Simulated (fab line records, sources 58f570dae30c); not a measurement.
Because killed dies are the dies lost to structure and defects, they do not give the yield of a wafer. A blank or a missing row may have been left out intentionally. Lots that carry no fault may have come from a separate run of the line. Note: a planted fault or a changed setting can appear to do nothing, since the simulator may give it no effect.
A struck lot beside a sound one :: flow berkeleyCmos170 :: 14 out of 331 route steps
Sound: the wafers L863.1, L863.2, L863.6. Wafers L867.1, L867.3, L867.6 were the ones struck. The cause is named last.
For every step that has rows: the tool of each side, followed by ch and its chambers, followed by its first start. Under that, the readings that differ: sound wafers :: struck wafers :: difference of the means :: sigmas: that difference in standard deviations of wafers without a fault.
alike: same words and numbers on both sides, and readings whose means sit less than 2 such deviations apart. not compared: any withheld reading, any reading some wafer has no value for, any bound like >300 that may hide the same value, and any number with overlapping values for which the record gives no deviation.
Wherever a step has rows on one side only, a row that says differs or no value, or a row with sigmas, the two part there. When numbers do not overlap yet have no deviation, they are printed without sigmas and do not part them. A reading that every wafer of one side lacks parts them only if that side has two wafers or more.

first, 2 steps without rows for these wafers: UCB170_FIELD_CLEAN_00 (cleans in dHF, time 7.5 s); UCB170_FIELD_OXIDATION_01 (target thk 558.3 nm, ox time 7200 s).
UCB170_FIELD_THK_MEAS_02:
  sound on filmMetro-02 at day 4 12:38; struck on filmMetro-03 at day 5 15:01
  alike: FIELD_OXIDE_THK
then, 4 steps without rows for these wafers: UCB170_FIELD_ANNEAL_03 (time 1200 s); UCB170_FIELD_WET_ETCH_04 (etches SiO2 in dHF, time 60 s); UCB170_FIELD_WET_ETCH_05 (etches Si3N4 in H3PO4, time 12600 s); UCB170_FIELD_WET_ETCH_06 (etches SiO2 in BOE, time 22 s).
UCB170_FIELD_THK_MEAS_90:
  sound on filmMetro-03 at day 4 19:28; struck on filmMetro-01 at day 5 20:26
  alike: FIELD_OXIDE_LEFT_1_THK
then, 2 steps without rows for these wafers: UCB170_SACOX_CLEAN_00 (cleans in dHF, time 7.5 s); UCB170_SACOX_OXIDATION_01 (target thk 14.4 nm, ox time 2400 s).
UCB170_SACOX_THK_MEAS_02:
  sound on filmMetro-02 at day 4 22:26; struck on filmMetro-04 at day 6 00:46
  alike: SACOX_OXIDE_THK
then, 1 step without rows for these wafers: UCB170_SCREENOX_WET_ETCH_00 (etches SiO2 in dHF, time 200 s).
UCB170_SCREENOX_OXIDATION_01: target thk 14.4 nm, ox time 2400 s.
  sound on furnace-02 ch 0, day 4 23:33; struck on furnace-03, day 6 03:23
  no value came back on the struck wafers for oxTempC (C), oxTempCMax, zonePowerSourcePct (%); on the sound wafers oxTempC (C) reads 900.0 900.0 899.9
then, 1 step without rows for these wafers: UCB170_SCREENOX_ANNEAL_03 (time 900 s).

WHERE THEY PART
Only at UCB170_SCREENOX_OXIDATION_01, within this record.

WHY: whatever the simulator had introduced
Step skipped in full: furnace-03, at UCB170_SCREENOX_OXIDATION_01, from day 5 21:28 onward. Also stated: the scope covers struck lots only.
